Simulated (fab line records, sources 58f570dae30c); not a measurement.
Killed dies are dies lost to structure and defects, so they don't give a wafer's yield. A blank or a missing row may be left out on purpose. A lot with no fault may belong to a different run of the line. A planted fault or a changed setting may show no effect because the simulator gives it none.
8D (eight disciplines) problem report, filled in by code / flow berkeley_cmos170 / the parts of the form that need people (team, actions taken, sign-off) are left out

1. THE PROBLEM
run_length_s at UCB170_PWELL_ETCH_14 reads a mean of 156.1 s on 9 wafers of 3 lots; wafers without a fault read 179.2 s with a standard deviation of 0.36. Measured from the usual mean, that is -64 standard deviations.
The step: etches Si3N4 in CH3F/Ar/O2, stops on SiO2, target depth 242 nm, time 151 s.
First observed at day 5 22:35: wafer L261.1, on rie_diel-03. At this step, 45 wafers from 15 lots have a number in the record. Rule for "out", or "out of limits": more than 4 standard deviations from the usual mean. The rest of the wafers with a number are treated as sound.

2. WHAT IT IS AND WHAT IT IS NOT
question=which readings at this step | is=run_length_s | is not=drypump_motor_current_A, mfc_ar_sccm, throttle_valve_pct
question=which lots | is=L261, L264, L265 | is not=L249, L251, L252, L253, L255, L257, L258, L259, L260, L263, L270, L271
question=which wafers of those lots | is=all that have a number | is not=-
question=read on which tools | is=rie_diel-03 | is not=rie_diel-01, rie_diel-04
question=when | is=from day 5 22:35 | is not=up to then (27 sound wafers); but 9 sound wafers of L263, L270, L271 came after

3. THE SUSPECTS, EACH WITH WHAT RULES IT OUT
Counting: any tool at a process step up to the reading is kept as a suspect provided that every lot that is out went through it and no sound lot did after the first of them.
- rie_diel-03 at UCB170_PWELL_ETCH_14 (etches Si3N4 in CH3F/Ar/O2, stops on SiO2, target depth 242 nm, time 151 s): kept. All lots that are out passed through it, beginning with L261 at day 5 22:35, and no sound lot followed; its final sound lot before that point was L259 at day 5 16:34. Its own readings are out on those wafers: run_length_s.
Remaining after the count: rie_diel-03 at UCB170_PWELL_ETCH_14.

4. THE CAUSE (what the simulator had put in)
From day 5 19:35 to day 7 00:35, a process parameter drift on rie_diel-03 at UCB170_PWELL_ETCH_14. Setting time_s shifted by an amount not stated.
This tool alone remained once counting was done.

5. SEQUENCE OF EFFECTS, ordered by route
Each row: a reading where the mean over the struck wafers with a number is more than 3 standard deviations away from the usual. Readings are gone through only where the record gives a usual standard deviation; hours: the median, over the lots, of the time from a lot's start at the first step in this table giving one to that lot's start at this step; sigmas: the change measured in usual standard deviations.
hours=0; step=UCB170_PWELL_ETCH_14; reading=oes_product_au; usual=0.939 a.u.; on struck wafers=0.985; change=+0.046; sigmas=+3.3
hours=0; step=UCB170_PWELL_ETCH_14; reading=run_length_s; usual=179.2 s; on struck wafers=156.1; change=-23.1; sigmas=-64
hours=0; step=UCB170_PWELL_STRIP_16; reading=strip_time_to_endpoint_s; usual=18.09 s; on struck wafers=18.66; change=+0.57; sigmas=+7.0
Process steps it contains:
- UCB170_PWELL_ETCH_14: etches Si3N4 in CH3F/Ar/O2, stops on SiO2, target depth 242 nm, time 151 s.
- UCB170_PWELL_STRIP_16: strips in O2.
Readings that are blank on the struck wafers while sound wafers have them: rf_fwd_power_W at UCB170_PWELL_ETCH_14.

6. HOW IT WOULD HAVE BEEN CAUGHT EARLIER
In this record the first reading out of limits was taken at day 5 22:35, 3 hours after the fault began at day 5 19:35.
